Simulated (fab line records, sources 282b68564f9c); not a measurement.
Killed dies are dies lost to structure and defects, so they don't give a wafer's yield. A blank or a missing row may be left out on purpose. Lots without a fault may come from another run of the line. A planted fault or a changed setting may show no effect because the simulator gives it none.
fab line records | flow rit_cmos
record lots=5 wafers=23
route steps=202 shown NSD@132 SILICIDE@162 CONTACT@168 M1@192
start_h: hours from the record's first day to the start of the lot's first wafer shown | wait_h: hours since the lot's step before | " the same as in the row above | L1.1+2: a row that stands for several wafers | - no value, or no start given | * or withheld: withheld | < > ~ a bound
route shown NAME@n: a module of which the file shows steps, and the number in the route of the first | usual: mean/standard deviation of fault-free wafers | same: alike in all rows | chamber/n: place in a boat | sites: the reading at each site | _std_site: their standard deviation | _edge_site: outer sites' mean less inner sites' | radius_mm: how far each site lies from the wafer's centre | mask NAME#n: copy n | behind: the tool/chamber that last shaped the wafer | hold: why the lot was held/for how many hours/how that ended | device: the transistor (n, p or np) that didn't switch | end of line: the same wafers' tests at the end of the route | a step without rows: its recipe alone | killed: dies lost to structure and defects at the first sort, not the wafer's yield | map: a wafer's dies, x killed, . not, _ none there
set.NAME: the setting as run; set.NAME@STEP: as run at that earlier step | model.NAME: the simulator's own value behind a step, which no gauge read
lots whose settings were changed on purpose; a table a step, a row a wafer
## steps
# step RIT_NSD_COAT_01
# recipe resist=NOVOLAK spin_rpm=3250 resist_thk_nm=1000
# columns lot.wafer tool chamber start_h wait_h set.spin_rpm model.NOVOLAK_of_NSD_COAT_01.thk_nm
L074.2 litho_track-02 0 49.16 0.1 3325 990.7
L074.3+4 " 0 " " 3250 999.7
L074.5 " 0 " " 3325 991.4
L074.6 " 0 " " 3250 999.2
L076.1 litho_track-02 0 57.37 0.1 3250 997.8
L076.2 " 0 " " 3250 1000
L076.3 " 0 " " 3250 997.6
L076.4 " 0 " " 3019 1040
L076.6 " 0 " " 3019 1037
L077.1 litho_track-03 0 62.70 0.1 3343 988
L077.2 " 0 " " 3343 987.5
L077.3 " 0 " " 3250 1004
L077.5 " 0 " " 3250 1001
L077.6 " 0 " " 3250 999.5
L082.2 litho_track-01 0 87.04 0.1 3250 1003
L082.3 " 0 " " 3250 1006
L082.4 " 0 " " 3250 1002
L082.5 " 0 " " 3362 986.8
L082.6 " 0 " " 3362 985.7
L083.1 litho_track-02 0 91.46 0.1 3250 998.6
L083.3 " 0 " " 3250 996.1
L083.4 " 0 " " 3250 998.8
# step RIT_NSD_SOFTBAKE_02
# recipe resist=NOVOLAK temp_c=90 time_s=60
# step RIT_NSD_EXPOSE_03
# recipe mask_id=M9 na=0.57 target_cd_nm=40700 dose_mj=250
# step RIT_NSD_DEVELOP_05
# recipe resist=NOVOLAK develop_time_s=50 dev_temp_c=23
# step RIT_NSD_HARDBAKE_07
# recipe resist=NOVOLAK temp_c=140 time_s=60
# columns lot.wafer tool chamber start_h wait_h set.spin_rpm@NSD_COAT_01 model.NOVOLAK_of_NSD_COAT_01.thk_nm
L074.2 litho_track-03 0 50.02 0.0 3325 875.7
L074.3+4 " 0 " " 3250 883.5
L074.5 " 0 " " 3325 876.2
L074.6 " 0 " " 3250 883.1
L076.1 litho_track-02 0 58.24 0.0 3250 881.9
L076.2 " 0 " " 3250 884.1
L076.3 " 0 " " 3250 881.6
L076.4 " 0 " " 3019 918.9
L076.6 " 0 " " 3019 916.2
L077.1 litho_track-03 0 63.43 0.0 3343 873.2
L077.2 " 0 " " 3343 872.9
L077.3 " 0 " " 3250 887.6
L077.5 " 0 " " 3250 884.5
L077.6 " 0 " " 3250 883.3
L082.2 litho_track-01 0 87.77 0.0 3250 886.3
L082.3 " 0 " " 3250 888.8
L082.4 " 0 " " 3250 885.3
L082.5 " 0 " " 3362 872.3
L082.6 " 0 " " 3362 871.3
L083.1 litho_track-01 0 92.20 0.0 3250 882.6
L083.3 " 0 " " 3250 880.4
L083.4 " 0 " " 3250 882.8
# step RIT_NSD_IMPLANT_08
# recipe species=P energy_kev=25 dose_cm2=1e+15 tilt_deg=7
# columns lot.wafer tool chamber start_h wait_h set.energy_kev model.implant.rp_nm model.implant.drp_nm
L074.2+3+4 implanter-04 0 50.17 0.1 25 32.53 14.84
L074.5+6 " 0 " " 25.39 32.87 14.98
L076.1+6 implanter-02 0 58.39 0.1 25 30.94 14.84
L076.2+3+4 " 0 " " 23.97 30.08 14.47
L077.1+3 implanter-02 0 63.58 0.1 25 32.5 14.84
L077.2+5+6 " 0 " " 26.29 33.62 15.29
L082.2+6 implanter-04 0 87.92 0.1 25 31.96 14.84
L082.3+4+5 " 0 " " 25.48 32.38 15.01
L083.1+3+4 implanter-03 0 92.35 0.1 25 32.21 14.84
# step RIT_SILICIDE_SPUTTER_01
# recipe material=Ti target_thk_nm=30 power_w=350 chamber_pressure_pa=0.667 gas=Ar time_s=240 substrate_temp_c=25
# columns lot.wafer tool chamber start_h wait_h set.power_w model.Ti_of_SILICIDE_SPUTTER_01.thk_nm
L074.2 pvd_sputter-02 - 52.87 0.0 350 29.76
L074.3 " - " " 317.5 27.73
L074.4 " - " " 317.5 27.1
L074.5 " - " " 317.5 26.97
L074.6 " - " " 350 30.54
L076.1 pvd_sputter-02 - 61.11 0.0 350 29.73
L076.2 " - " " 330.4 28.14
L076.3 " - " " 330.4 29.01
L076.4 " - " " 350 29.7
L076.6 " - " " 330.4 28.17
L077.1 pvd_sputter-04 - 66.31 0.0 350 29.17
L077.2 " - " " 350 29.62
L077.3 " - " " 327.7 27.52
L077.5 " - " " 327.7 27.58
L077.6 " - " " 350 29.77
L082.2 pvd_sputter-02 - 91.11 0.0 381.1 32.06
L082.3 " - " " 381.1 32.33
L082.4 " - " " 350 29.11
L082.5 " - " " 381.1 32.19
L082.6 " - " " 350 29.15
L083.1 pvd_sputter-03 - 95.23 0.0 350 30
L083.3 " - " " 350 30.31
L083.4 " - " " 350 29.79
# step RIT_SILICIDE_RS_MEAS_02
# recipe thk_meas_gauge=four-point-probe reads=Ti_of_SILICIDE_SPUTTER_01
# usual SILICIDE_TI_RS=48.1/0.84
# columns lot.wafer tool chamber start_h wait_h set.power_w@SILICIDE_SPUTTER_01 SILICIDE_TI_RS[ohm/sq]
L074.2 film_metro-03 - 53.04 0.1 350 48.4
L074.3 " - " " 317.5 52.9
L074.4 " - " " 317.5 54.4
L074.5 " - " " 317.5 54.7
L074.6 " - " " 350 46.9
L076.1 film_metro-04 - 61.26 0.1 350 48.5
L076.2 " - " " 330.4 52.0
L076.3 " - " " 330.4 50.0
L076.4 " - " " 350 48.5
L076.6 " - " " 330.4 52.0
L077.1 film_metro-02 - 66.46 0.1 350 49.7
L077.2 " - " " 350 48.7
L077.3 " - " " 327.7 53.3
L077.5 " - " " 327.7 53.2
L077.6 " - " " 350 48.3
L082.2 film_metro-02 - 91.28 0.1 381.1 44.0
L082.3 " - " " 381.1 43.6
L082.4 " - " " 350 49.6
L082.5 " - " " 381.1 43.8
L082.6 " - " " 350 49.7
L083.1 film_metro-03 - 95.38 0.1 350 48.0
L083.3 " - " " 350 47.3
L083.4 " - " " 350 48.4
# step RIT_SILICIDE_THK_MEAS_03
# recipe thk_meas_gauge=xrf reads=Ti_of_SILICIDE_SPUTTER_01
# usual SILICIDE_TI_THK=30.1/0.42
# columns lot.wafer tool chamber start_h wait_h set.power_w@SILICIDE_SPUTTER_01 SILICIDE_TI_THK[nm]
L074.2 film_metro-03 - 53.15 0.1 350 29.8
L074.3 " - " " 317.5 27.7
L074.4 " - " " 317.5 27.2
L074.5 " - " " 317.5 27.1
L074.6 " - " " 350 30.7
L076.1 film_metro-04 - 61.38 0.1 350 29.9
L076.2 " - " " 330.4 28.3
L076.3 " - " " 330.4 29.2
L076.4 " - " " 350 30.0
L076.6 " - " " 330.4 28.4
L077.1 film_metro-02 - 66.58 0.1 350 29.6
L077.2 " - " " 350 29.8
L077.3 " - " " 327.7 27.7
L077.5 " - " " 327.7 27.8
L077.6 " - " " 350 30.0
L082.2 film_metro-02 - 91.39 0.1 381.1 32.2
L082.3 " - " " 381.1 32.5
L082.4 " - " " 350 29.2
L082.5 " - " " 381.1 32.4
L082.6 " - " " 350 29.5
L083.1 film_metro-03 - 95.50 0.1 350 30.3
L083.3 " - " " 350 30.5
L083.4 " - " " 350 30.0
# step RIT_CONTACT_CVD_00
# recipe material=SiO2 target_thk_nm=400 precursor=TEOS temp_c=390 time_s=61 rf_w=400
# columns lot.wafer tool chamber start_h wait_h set.time_s model.SiO2_of_CONTACT_CVD_00.thk_nm
L074.2 pecvd-02 0 53.38 0.0 64.63 414.8
L074.3 " 2 " " 61 404.5
L074.4 " 1 " " 61 394.8
L074.5 " 0 " " 64.63 420.3
L074.6 " 2 " " 64.63 432
L076.1 pecvd-04 1 61.62 0.1 61 400.7
L076.2 " 0 " " 61 388
L076.3 " 2 " " 57.29 370.7
L076.4 " 0 " " 57.29 371.9
L076.6 " 1 " " 61 406.7
L077.1 pecvd-02 1 66.82 0.1 61 397.5
L077.2 " 2 " " 61 409.8
L077.3 " 0 " " 57.4 376
L077.5 " 0 " " 61 402.7
L077.6 " 1 " " 57.4 379.6
L082.2 pecvd-04 0 91.63 0.0 61 391.3
L082.3 " 2 " " 61 393.8
L082.4 " 0 " " 61 395.6
L082.5 " 1 " " 61 397.7
L082.6 " 2 " " 61 398.3
L083.1 pecvd-02 2 95.79 0.1 61 390.2
L083.3 " 0 " " 61 395.2
L083.4 " 2 " " 61 404.3
# step RIT_CONTACT_THK_MEAS_01
# recipe reads=SiO2_of_CONTACT_CVD_00
# usual CONTACT_TEOS_THK=399/6
# columns lot.wafer tool chamber start_h wait_h set.time_s@CONTACT_CVD_00 CONTACT_TEOS_THK[nm]
L074.2 film_metro-01 - 53.44 0.0 64.63 415
L074.3 " - " " 61 404
L074.4 " - " " 61 395
L074.5 " - " " 64.63 420
L074.6 " - " " 64.63 432
L076.1 film_metro-02 - 61.67 0.0 61 400
L076.2 " - " " 61 388
L076.3 " - " " 57.29 371
L076.4 " - " " 57.29 372
L076.6 " - " " 61 406
L077.1 film_metro-01 - 66.87 0.0 61 398
L077.2 " - " " 61 410
L077.3 " - " " 57.4 376
L077.5 " - " " 61 403
L077.6 " - " " 57.4 380
L082.2 film_metro-03 - 91.69 0.0 61 391
L082.3 " - " " 61 394
L082.4 " - " " 61 396
L082.5 " - " " 61 397
L082.6 " - " " 61 398
L083.1 film_metro-02 - 95.84 0.0 61 390
L083.3 " - " " 61 395
L083.4 " - " " 61 404
# step RIT_CONTACT_DEVELOP_07
# recipe resist=NOVOLAK develop_time_s=120 dev_temp_c=23
# columns lot.wafer tool chamber start_h wait_h set.develop_time_s
L074.2+3 litho_track-04 0 - - 120
L074.4+5+6 " 0 " " 114.1
L076.1+2+3 litho_track-04 0 - - 120
L076.4+6 " 0 " " 132.8
L077.1+2+3+5+6 litho_track-03 0 - - 120
L082.2+3+4+5+6 litho_track-04 0 - - 120
L083.1+3+4 litho_track-02 0 - - 120
# step RIT_CONTACT_CD_MEAS_08
# recipe target_cd_nm=1000
# usual cd_nm=999.8/2
# columns lot.wafer tool chamber start_h wait_h set.develop_time_s@CONTACT_DEVELOP_07 cd_nm
L074.2 cd_sem-02 - 54.67 - 120 999.2
L074.3 " - " " 120 1002.4
L074.4 " - " " 114.1 996.4
L074.5 " - " " 114.1 995.5
L074.6 " - " " 114.1 996.8
L076.1 cd_sem-01 - 62.97 - 120 996.8
L076.2 " - " " 120 996.6
L076.3 " - " " 120 997.5
L076.4 " - " " 132.8 1005.9
L076.6 " - " " 132.8 1004.8
L077.1 cd_sem-01 - 68.02 - 120 997.4
L077.2 " - " " 120 997.1
L077.3 " - " " 120 998.8
L077.5 " - " " 120 999.0
L077.6 " - " " 120 998.7
L082.2 cd_sem-02 - 92.74 - 120 1000.5
L082.3 " - " " 120 1002.6
L082.4 " - " " 120 1002.1
L082.5 " - " " 120 1000.6
L082.6 " - " " 120 1001.1
L083.1 cd_sem-02 - 96.86 - 120 999.2
L083.3 " - " " 120 999.9
L083.4 " - " " 120 999.3
# step RIT_CONTACT_HARDBAKE_10
# recipe resist=NOVOLAK temp_c=140 time_s=60
# step RIT_CONTACT_ETCH_11
# recipe target_depth_a=4800 over_etch_frac=0.2 stop_on=TiSi2 chemistry=CHF3/CF4/Ar target=SiO2 CHF3_flow_sccm=50 cf4_flow_sccm=10 Ar_flow_sccm=100 O2_flow_sccm=5 pressure_mtorr=100 rf_w=200 time_s=320
# columns lot.wafer tool chamber start_h wait_h set.time_s@CONTACT_CVD_00 set.develop_time_s@CONTACT_DEVELOP_07 model.etch.depth_nm model.CONTACT.feature_depth_nm model.CONTACT.cd_nm
L074.2 rie_diel-04 3 54.95 0.1 64.63 120 414.8 414.8 999.2
L074.3 " 0 " " 61 120 404.5 404.5 1003
L074.4 " 2 " " 61 114.1 394.8 394.8 996.9
L074.5 " 1 " " 64.63 114.1 420.3 420.3 995.5
L074.6 " 0 " " 64.63 114.1 432 432 997.1
L076.1 rie_diel-04 3 63.28 0.1 61 120 400.7 400.7 997.3
L076.2 " 1 " " 61 120 388 388 996.8
L076.3 " 2 " " 57.29 120 370.7 370.7 997.9
L076.4 " 0 " " 57.29 132.8 371.9 371.9 1006
L076.6 " 1 " " 61 132.8 406.7 406.7 1005
L077.1 rie_diel-01 1 68.32 0.1 61 120 397.5 397.5 997.5
L077.2 " 0 " " 61 120 409.8 409.8 997.6
L077.3 " 2 " " 57.4 120 376 376 998.8
L077.5 " 0 " " 61 120 402.7 402.7 999.5
L077.6 " 1 " " 57.4 120 379.6 379.6 998.8
L082.2 rie_diel-01 1 93.03 0.1 61 120 391.3 391.3 1001
L082.3 " 2 " " 61 120 393.8 393.8 1003
L082.4 " 2 " " 61 120 395.6 395.6 1002
L082.5 " 1 " " 61 120 397.7 397.7 1001
L082.6 " 0 " " 61 120 398.3 398.3 1002
L083.1 rie_diel-04 1 97.17 0.1 61 120 390.2 390.2 999.4
L083.3 " 0 " " 61 120 395.2 395.2 1000
L083.4 " 2 " " 61 120 404.3 404.3 999.7
# step RIT_CONTACT_STRIP_12
# recipe chemistry=O2 time_s=180 resist=NOVOLAK platen_temp_c=withheld power_w=500 pressure_mtorr=4000 o2_flow_sccm=4000
# step RIT_CONTACT_CD_MEAS_90
# recipe target_cd_nm=1000
# usual cd_nm=1000.1/2
# columns lot.wafer tool chamber start_h wait_h set.develop_time_s@CONTACT_DEVELOP_07 cd_nm
L074.2 cd_sem-01 - 55.34 0.1 120 999.0
L074.3 " - " " 120 1002.6
L074.4 " - " " 114.1 996.6
L074.5 " - " " 114.1 995.4
L074.6 " - " " 114.1 997.4
L076.1 cd_sem-01 - 63.65 0.1 120 997.1
L076.2 " - " " 120 996.6
L076.3 " - " " 120 997.4
L076.4 " - " " 132.8 1006.0
L076.6 " - " " 132.8 1004.7
L077.1 cd_sem-01 - 68.69 0.1 120 997.6
L077.2 " - " " 120 997.7
L077.3 " - " " 120 999.3
L077.5 " - " " 120 999.6
L077.6 " - " " 120 998.5
L082.2 cd_sem-01 - 93.42 0.1 120 1001.2
L082.3 " - " " 120 1002.7
L082.4 " - " " 120 1002.4
L082.5 " - " " 120 1000.7
L082.6 " - " " 120 1001.5
L083.1 cd_sem-01 - 97.54 0.1 120 999.0
L083.3 " - " " 120 1000.3
L083.4 " - " " 120 999.7
# step RIT_M1_DEVELOP_08
# recipe resist=NOVOLAK develop_time_s=68 dev_temp_c=23
# columns lot.wafer tool chamber start_h wait_h set.develop_time_s
L074.2+4+5 litho_track-03 0 - - 68
L074.3+6 " 0 " " 74.56
L076.1+3 litho_track-03 0 - - 72.89
L076.2+4+6 " 0 " " 68
L077.1+2 litho_track-04 0 - - 68
L077.3+5+6 " 0 " " 59.83
L082.2+3+6 litho_track-04 0 - - 61.33
L082.4+5 " 0 " " 68
L083.1+3+4 litho_track-04 0 - - 68
# step RIT_M1_CD_MEAS_09
# recipe target_cd_nm=2600
# usual cd_nm=2599.9/2.8
# columns lot.wafer tool chamber start_h wait_h set.develop_time_s@M1_DEVELOP_08 cd_nm
L074.2 cd_sem-02 - 57.18 - 68 2598.2
L074.3 " - " " 74.56 2589.8
L074.4 " - " " 68 2597.8
L074.5 " - " " 68 2599.1
L074.6 " - " " 74.56 2592.1
L076.1 cd_sem-02 - 65.63 - 72.89 2596.2
L076.2 " - " " 68 2600.7
L076.3 " - " " 72.89 2594.7
L076.4 " - " " 68 2603.1
L076.6 " - " " 68 2601.5
L077.1 cd_sem-02 - 70.52 - 68 2598.0
L077.2 " - " " 68 2598.0
L077.3 " - " " 59.83 2610.6
L077.5 " - " " 59.83 2611.3
L077.6 " - " " 59.83 2610.6
L082.2 cd_sem-02 - 95.34 - 61.33 2606.8
L082.3 " - " " 61.33 2605.3
L082.4 " - " " 68 2597.4
L082.5 " - " " 68 2597.5
L082.6 " - " " 61.33 2607.6
L083.1 cd_sem-02 - 99.36 - 68 2596.9
L083.3 " - " " 68 2596.0
L083.4 " - " " 68 2595.8
# step RIT_M1_METAL_ETCH_12
# recipe stop_on=SiO2 chemistry=Cl2/BCl3 target=Al time_s=165 over_etch_frac=0.5 pressure_mtorr=100 target_depth_a=6000 rf_w=250 Cl2_flow_sccm=60 bcl3_flow_sccm=50
# columns lot.wafer tool chamber start_h wait_h set.over_etch_frac model.NOVOLAK_of_M1_COAT_04.thk_nm
L074.2 rie_metal-04 1 57.57 0.2 0.5 802.9
L074.3 " 1 " " 0.6038 780.1
L074.4 " 0 " " 0.5 803.8
L074.5 " 1 " " 0.6038 778
L074.6 " 0 " " 0.5 807
L076.1 rie_metal-02 1 66.03 0.2 0.5852 772
L076.2 " 0 " " 0.5852 790.4
L076.3 " 0 " " 0.5 812.3
L076.4 " 1 " " 0.5852 768
L076.6 " 1 " " 0.5 790.3
L077.1 rie_metal-04 0 70.92 0.2 0.5 811.5
L077.2 " 0 " " 0.5 814.5
L077.3 " 0 " " 0.5 808.8
L077.5 " 0 " " 0.5 814
L077.6 " 0 " " 0.5 811
L082.2 rie_metal-02 0 95.73 0.2 0.415 831.7
L082.3 " 1 " " 0.415 817.5
L082.4 " 0 " " 0.415 832.5
L082.5 " 0 " " 0.5 810.8
L082.6 " 1 " " 0.5 798.5
L083.1 rie_metal-04 0 99.77 0.2 0.5 809.5
L083.3 " 0 " " 0.5 806.1
L083.4 " 1 " " 0.5 803.3
# step RIT_M1_STRIP_13
# recipe chemistry=nmp resist=NOVOLAK temp_c=80 time_s=600 dry=n2_spin
# step RIT_M1_STRIP_14
# recipe chemistry=O2 time_s=180 platen_temp_c=withheld power_w=500 pressure_mtorr=4000 o2_flow_sccm=4000
# step RIT_M1_ANNEAL_15
# recipe temp_c=450 time_s=1800 ambient=forming_gas_H2N2
# step RIT_M1_PROBE_99
# columns lot.wafer tool chamber start_h wait_h set.develop_time_s@GATE_DEVELOP_15 model.etest.pmos_0p3.r_on_ohm_um model.etest.pmos_turned.r_on_ohm_um model.etest.pmos_0p15.r_on_ohm_um model.etest.nmos_0p3.r_on_ohm_um model.etest.nmos_0p15.drive_ua_um
L074.2 prober-02 - 59.87 0.1 52.2 5909 3084 2480 2071 520.7
L074.3 prober-02 - 59.92 0.2 50 6174 3259 2653 2119 465.6
L074.4 prober-02 - 59.97 0.2 52.2 6037 3185 2570 2152 479.7
L074.5 prober-02 - 60.02 0.2 50 6104 3299 2720 2144 450.5
L074.6 prober-02 - 60.07 0.2 52.2 5751 2946 2366 2075 509.4
L076.1 prober-02 - 68.34 0.1 50 7325 4263 3319 2459 391.8
L076.2 prober-02 - 68.39 0.1 50 7493 4314 3240 2489 404.7
L076.3 prober-02 - 68.44 0.2 54.62 7097 3796 2829 2344 472.6
L076.4 prober-02 - 68.49 0.2 54.62 6937 3823 2861 2360 461.3
L076.6 prober-02 - 68.59 0.2 50 7307 4154 3150 2468 405.6
L077.1 prober-01 - 73.34 0.1 56.69 6690 3113 2362 2267 523.5
L077.2 prober-01 - 73.39 0.1 56.69 6696 3300 2518 2240 497.5
L077.3 prober-01 - 73.44 0.2 50 7211 3772 3061 2431 386.1
L077.5 prober-01 - 73.54 0.2 50 7236 3750 2973 2425 407.8
L077.6 prober-01 - 73.59 0.2 56.69 6722 3167 2484 2307 478.7
L082.2 prober-02 - 99.09 0.1 50 7756 4569 3561 2551 371.2
L082.3 prober-02 - 99.14 0.2 44.47 8254 4950 3985 2648 315.7
L082.4 prober-02 - 99.19 0.2 44.47 8279 4969 4090 2660 316.9
L082.5 prober-02 - 99.24 0.2 50 7628 4335 3439 2551 369.1
L082.6 prober-02 - 99.29 0.2 50 7712 4230 3324 2417 396.4
L083.1 prober-01 - 102.02 0.1 50 6011 3256 2685 2122 470.4
L083.3 prober-01 - 102.12 0.2 50 6042 3191 2602 2100 477.8
L083.4 prober-01 - 102.17 0.2 50 6008 3234 2644 2134 472.9
# killed by level:class
L083.1 GATE:geometric_particle:open=2 GATE:geometric_particle:short=2 REOX:geometric_particle:open=2 REOX:geometric_particle:short=2 FOX2:geometric_particle:short=1
L083.3 REOX:geometric_particle:open=2 GATE:geometric_particle:open=1 GATE:geometric_particle:short=1 REOX:geometric_particle:short=1 SPACER:geometric_particle:short=1
L083.4 GATE:geometric_particle:short=4 FOX1:geometric_particle:open=1 SPACER:geometric_particle:open=1 SPACER:geometric_particle:short=1 SILICIDE:geometric_particle:open=1 SILICIDE:geometric_particle:short=1
## key
split step=RIT_NSD_COAT_01 setting=spin_rpm stated=3250 by=wafer
response step=RIT_NSD_COAT_01 reading=model.NOVOLAK_of_NSD_COAT_01.thk_nm change=-5.31 per=1% r=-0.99
response step=RIT_NSD_HARDBAKE_07 reading=model.NOVOLAK_of_NSD_COAT_01.thk_nm change=-4.64 per=1% r=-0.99
split step=RIT_NSD_IMPLANT_08 setting=energy_kev stated=25 by=wafer
response step=RIT_NSD_IMPLANT_08 reading=model.implant.rp_nm change=+0.215 per=1% r=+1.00
response step=RIT_NSD_IMPLANT_08 reading=model.implant.drp_nm change=+0.0892 per=1% r=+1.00
split step=RIT_SILICIDE_SPUTTER_01 setting=power_w stated=350 by=wafer
response step=RIT_SILICIDE_SPUTTER_01 reading=model.Ti_of_SILICIDE_SPUTTER_01.thk_nm change=+0.311 per=1% r=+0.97
response step=RIT_SILICIDE_RS_MEAS_02 reading=SILICIDE_TI_RS change=-0.652 per=1% r=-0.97
response step=RIT_SILICIDE_THK_MEAS_03 reading=SILICIDE_TI_THK change=+0.313 per=1% r=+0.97
split step=RIT_CONTACT_CVD_00 setting=time_s stated=61 by=wafer
response step=RIT_CONTACT_CVD_00 reading=model.SiO2_of_CONTACT_CVD_00.thk_nm change=+4.21 per=1% r=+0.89
response step=RIT_CONTACT_THK_MEAS_01 reading=CONTACT_TEOS_THK change=+4.2 per=1% r=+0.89
response step=RIT_CONTACT_ETCH_11 reading=model.etch.depth_nm change=+4.21 per=1% r=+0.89
response step=RIT_CONTACT_ETCH_11 reading=model.CONTACT.feature_depth_nm change=+4.21 per=1% r=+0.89
split step=RIT_CONTACT_DEVELOP_07 setting=develop_time_s stated=120 by=wafer
response step=RIT_CONTACT_CD_MEAS_08 reading=cd_nm change=+0.809 per=1% r=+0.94
response step=RIT_CONTACT_ETCH_11 reading=model.CONTACT.cd_nm change=+0.786 per=1% r=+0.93
response step=RIT_CONTACT_CD_MEAS_90 reading=cd_nm change=+0.795 per=1% r=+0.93
split step=RIT_M1_DEVELOP_08 setting=develop_time_s stated=68 by=wafer
response step=RIT_M1_CD_MEAS_09 reading=cd_nm change=-0.935 per=1% r=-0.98
split step=RIT_M1_METAL_ETCH_12 setting=over_etch_frac stated=0.5 by=wafer
response step=RIT_M1_METAL_ETCH_12 reading=model.NOVOLAK_of_M1_COAT_04.thk_nm change=-1.32 per=1% r=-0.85
split outside_this_file step=RIT_GATE_DEVELOP_15 setting=develop_time_s
# split outside_this_file: this setting was split too, and the file shows its column; the key of that split is in another file
